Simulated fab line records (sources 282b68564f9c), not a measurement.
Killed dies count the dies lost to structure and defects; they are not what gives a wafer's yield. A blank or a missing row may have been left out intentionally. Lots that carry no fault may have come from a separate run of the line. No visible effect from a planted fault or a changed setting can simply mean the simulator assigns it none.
Tool commonality check ; flow rit-cmos ; 39 wafers sampled across 13 lots

REASON FOR OPENING
At RIT_ACTIVE_CD_MEAS_11 the reading cd-nm is flagged on 2 of 13 lots. Wafers without a fault read 1400.1 nm, standard deviation 1.5.
Rule: flag the lot when none of its wafers has a number, or when each of its wafers that has one lies beyond 4 standard deviations from that mean. All remaining lots are regarded as sound.

lot;measured;on;cd-nm (nm), wafer by wafer;flag
L846;day 1 14:28;cd-sem-01;1398.8 1398.7 1399.1;
L847;day 1 21:07;cd-sem-01;1399.4 1399.3 1399.9;
L848;day 2 00:28;cd-sem-01;1399.2 1397.6 1399.6;
L849;day 2 06:26;cd-sem-01;1403.1 1400.1 1402.2;
L850;day 2 11:43;cd-sem-01;1399.3 1400.3 1398.4;
L851;day 2 20:05;cd-sem-02;1401.6 1400.4 1401.3;
L852;day 2 21:31;cd-sem-02;1398.3 1397.3 1399.6;
L856;day 3 17:05;cd-sem-02;1403.5 1401.4 1402.3;
L859;day 4 07:58;cd-sem-02;1386.0 1386.9 1386.3;FLAGGED
L860;day 4 13:56;cd-sem-01;1386.7 1386.0 1385.9;FLAGGED
L863;day 5 04:04;cd-sem-02;1400.1 1399.2 1400.1;
L867;day 6 00:13;cd-sem-01;1400.0 1400.2 1399.9;
L868;day 6 06:38;cd-sem-02;1400.4 1400.7 1399.4;
The numbers of the flagged lots are 1386.3 nm on average: -13.8 nm against the usual, or -9 standard deviations.

WHICH TOOL EACH LOT WENT THROUGH
The record keeps 1 process step preceding the reading, out of 202 steps on the route. Each cell gives the tool, then ch followed by the chambers the sampled wafers passed through, then the start.
lot;flag;RIT_ACTIVE_DEVELOP_10
L846;;litho-track-02 ch 0, day 1 14:00
L847;;litho-track-03 ch 0, day 1 20:00
L848;;litho-track-01 ch 0, day 2 00:00
L849;;litho-track-01 ch 0, day 2 06:00
L850;;litho-track-01 ch 0, day 2 11:00
L851;;litho-track-01 ch 0, day 2 19:00
L852;;litho-track-03 ch 0, day 2 21:00
L856;;litho-track-03 ch 0, day 3 16:00
L859;FLAGGED;litho-track-01 ch 0, day 4 07:00
L860;FLAGGED;litho-track-01 ch 0, day 4 13:00
L863;;litho-track-02 ch 0, day 5 03:00
L867;;litho-track-03 ch 0, day 6 00:00
L868;;litho-track-02 ch 0, day 6 06:00
What is done by these steps:
- RIT_ACTIVE_DEVELOP_10: develop time 50 s.
- RIT_ACTIVE_CD_MEAS_11: target cd 1400 nm.

FLAGGED AGAINST TOTAL, ONE TOOL AT A TIME (gauges that did the reading follow at the end)
step;tool;lots run;flagged;share of the flagged lots;sound lots run after its first flagged lot
RIT_ACTIVE_DEVELOP_10;litho-track-01;6;2;all;0
RIT_ACTIVE_DEVELOP_10;litho-track-02;3;0;none;-
RIT_ACTIVE_DEVELOP_10;litho-track-03;4;0;none;-
RIT_ACTIVE_CD_MEAS_11;cd-sem-01;7;1;some;1 (L867)
RIT_ACTIVE_CD_MEAS_11;cd-sem-02;6;1;some;2 (L863,L868)

WHAT IS ALLOWED BY THE TABLE
In the table, 1 row covers all flagged lots: litho-track-01 at RIT_ACTIVE_DEVELOP_10.
- litho-track-01 at RIT_ACTIVE_DEVELOP_10 ran 6 lots, 2 of them flagged. A fault beginning between L851 (day 2 19:00), its last sound lot, and L859 (day 4 07:00), its first flagged one, fits the data.
Just one tool remains: litho-track-01 at RIT_ACTIVE_DEVELOP_10.

WHAT THE SIMULATOR HAD INSERTED
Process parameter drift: litho-track-01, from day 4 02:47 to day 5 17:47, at RIT_ACTIVE_DEVELOP_10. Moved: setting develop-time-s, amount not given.
Lots struck among those shown: L859, L860. The rule above reached the same finding.
